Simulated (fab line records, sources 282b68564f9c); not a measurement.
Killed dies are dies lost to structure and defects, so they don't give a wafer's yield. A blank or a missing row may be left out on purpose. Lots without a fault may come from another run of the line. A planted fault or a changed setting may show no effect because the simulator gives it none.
Which tool did it? | flow rit_cmos | 14 lots, 42 wafers sampled, at 4 steps of a route of 202

WHAT THE GAUGES READ, wafer by wafer
RIT_NSD_OVL_MEAS_06.
lot  | measured    | on         | NSD_OVL (nm)
L744 | day 3 05:25 | overlay-02 | 1.5 1.5 0.9
L745 | day 3 07:59 | overlay-02 | -1.6 -0.4 -1.3
L746 | day 3 11:53 | overlay-01 | -0.7 -0.1 0.2
L747 | day 3 16:32 | overlay-02 | -0.3 -0.5 -0.5
L749 | day 4 00:50 | overlay-01 | -0.7 0.3 -1.0
L755 | day 5 07:26 | overlay-01 | 0.9 0.6 1.5
L756 | day 5 10:41 | overlay-02 | -1.9 -3.0 -2.5
L757 | day 5 17:18 | overlay-02 | 2.4 2.2 1.5
L760 | day 6 14:54 | overlay-01 | 1.9 1.6 1.3
L762 | day 7 03:33 | overlay-02 | 0.8 1.1 0.9
L763 | day 7 05:05 | overlay-02 | 1.7 2.1 2.0
L764 | day 7 12:17 | overlay-02 | 2.4 3.0 2.3
L766 | day 7 22:19 | overlay-02 | 2.5 2.2 -0.7
L767 | day 8 04:45 | overlay-02 | -0.6 -0.3 -0.9

RIT_PSD_TW_MEAS_10.
lot  | measured    | on            | PSD_TW
L744 | day 3 07:28 | film_metro-03 | 3484 3495 3507
L745 | day 3 09:59 | film_metro-01 | 3494 3489 3490
L746 | day 3 13:49 | film_metro-03 | 3473 3478 3503
L747 | day 3 18:35 | film_metro-04 | 3369 3389 3385
L749 | day 4 02:46 | film_metro-01 | 3477 3480 3493
L755 | day 5 09:30 | film_metro-03 | 3479 3464 3468
L756 | day 5 12:38 | film_metro-04 | 3411 3385 3382
L757 | day 5 19:14 | film_metro-01 | 3479 3456 3454
L760 | day 6 17:21 | film_metro-04 | 3393 3416 3406
L762 | day 7 05:29 | film_metro-01 | 3497 3504 3493
L763 | day 7 07:24 | film_metro-03 | 3447 3455 3442
L764 | day 7 14:20 | film_metro-01 | 3488 3464 3491
L766 | day 8 00:17 | film_metro-04 | 3388 3359 3357
L767 | day 8 06:48 | film_metro-01 | 3470 3459 3467

RIT_M1_OVL_MEAS_10.
lot  | measured    | on         | M1_OVL (nm)
L744 | day 3 13:07 | overlay-02 | 2.4 0.7 2.8
L745 | day 3 15:28 | overlay-01 | 1.7 3.0 2.9
L746 | day 3 19:09 | overlay-01 | 1.6 2.7 2.8
L747 | day 4 00:16 | overlay-01 | -0.5 -1.2 0.0
L749 | day 4 08:23 | overlay-02 | 1.4 2.3 2.0
L755 | day 5 14:44 | overlay-01 | 2.1 0.0 -0.6
L756 | day 5 17:51 | overlay-01 | 1.7 3.0 1.5
L757 | day 6 00:28 | overlay-01 | -0.2 0.2 -0.4
L760 | day 6 22:32 | overlay-01 | 0.7 0.4 -0.5
L762 | day 7 10:53 | overlay-01 | 0.9 1.3 2.6
L763 | day 7 12:52 | overlay-02 | 2.9 3.7 1.8
L764 | day 7 19:35 | overlay-01 | 0.4 0.1 1.9
L766 | day 8 05:47 | overlay-01 | 1.0 -2.2 -1.7
L767 | day 8 12:10 | overlay-02 | 2.7 3.6 2.6

WHICH TOOL RAN EACH LOT (tool, then ch and the chambers of the sampled wafers, then the start)
lot  | RIT_M1_SOFTBAKE_05
L744 | litho_track-04 ch 0, day 3 12:19
L745 | litho_track-04 ch 0, day 3 14:46
L746 | litho_track-03 ch 0, day 3 18:27
L747 | litho_track-02 ch 0, day 3 23:28
L749 | litho_track-03 ch 0, day 4 07:35
L755 | litho_track-03 ch 0, day 5 14:03
L756 | litho_track-03 ch 0, day 5 17:10
L757 | litho_track-04 ch 0, day 5 23:46
L760 | litho_track-02 ch 0, day 6 21:50
L762 | litho_track-04 ch 0, day 7 10:11
L763 | litho_track-02 ch 0, day 7 12:02
L764 | litho_track-02 ch 0, day 7 18:53
L766 | litho_track-04 ch 0, day 8 05:05
L767 | litho_track-02 ch 0, day 8 11:28
- RIT_M1_SOFTBAKE_05: time 60 s.

WHAT THE TOOLS THEMSELVES READ (means of the sampled wafers that have a number; where no wafer has one, the mark that the record gives instead)
RIT_M1_SOFTBAKE_05.
lot  | tool           | chill_plate_temp_C (C) | heater_power_total_W (W) | plate_temp_C (C)
L744 | litho_track-04 | 23.00                  | 34.59                    | 90.02
L745 | litho_track-04 | 23.11                  | 34.57                    | 90.10
L746 | litho_track-03 | 22.96                  | 34.55                    | 90.10
L747 | litho_track-02 | 22.99                  | 34.53                    | 90.10
L749 | litho_track-03 | 22.97                  | 34.58                    | 89.98
L755 | litho_track-03 | 22.96                  | 36.86                    | 94.18
L756 | litho_track-03 | 23.08                  | 36.81                    | 93.99
L757 | litho_track-04 | 22.95                  | 34.56                    | 89.83
L760 | litho_track-02 | 22.91                  | 34.58                    | 90.08
L762 | litho_track-04 | 23.12                  | 34.56                    | 89.85
L763 | litho_track-02 | 22.92                  | 34.53                    | 90.05
L764 | litho_track-02 | 23.19                  | 34.61                    | 90.07
L766 | litho_track-04 | 23.13                  | 34.54                    | 90.10
L767 | litho_track-02 | 23.07                  | 34.55                    | 90.13

THE ANSWER, worked out from the rows above alone
Rule: what is usual is taken from the lots themselves. Put in order of their means at a reading, lots are off if they are a third of the lots or fewer, leave a main group of 4 or more, and stand apart from it by a gap of 3 or more times the standard deviation of the main group's means; of several such gaps the widest counts. A main group whose means are all the same, to the digits that the tables above print for the reading, isn't used. A lot without any number at a reading at which 4 lots or more have one is off too. The other lots that the step has rows for count as sound. The gauges are gone through in route order, then the tools' own readings, and for those a lot's mean is taken as printed above. The first step at which some lot is off is used, and at that step the reading that is off furthest; a lot without a number counts as furthest.
Off: L755, L756, at RIT_M1_SOFTBAKE_05 (heater_power_total_W). The main group: mean 34.56 W, standard deviation 0.023.
A tool fits if, at that step or a process step before it, it ran every lot that is off, and no sound lot after the first of them. One fits: litho_track-03 at RIT_M1_SOFTBAKE_05. Its last sound lot is L749 (day 4 07:35), its first lot that is off L755 (day 5 14:03): a fault that began between those two fits.
The tool's own readings at RIT_M1_SOFTBAKE_05 bear it out: on the lots that are off they differ by more than 5 times the standard deviation of the sound lots' means. heater_power_total_W reads 36.84 W there against 34.56 W on the sound lots; plate_temp_C reads 94.09 C there against 90.03 C on the sound lots.

WHAT THE SIMULATOR HAD PUT IN
Process parameter drift: litho_track-03, from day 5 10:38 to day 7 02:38, at RIT_M1_SOFTBAKE_05. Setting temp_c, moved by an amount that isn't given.
Lots struck among those shown: L755, L756. The rule above found the same.
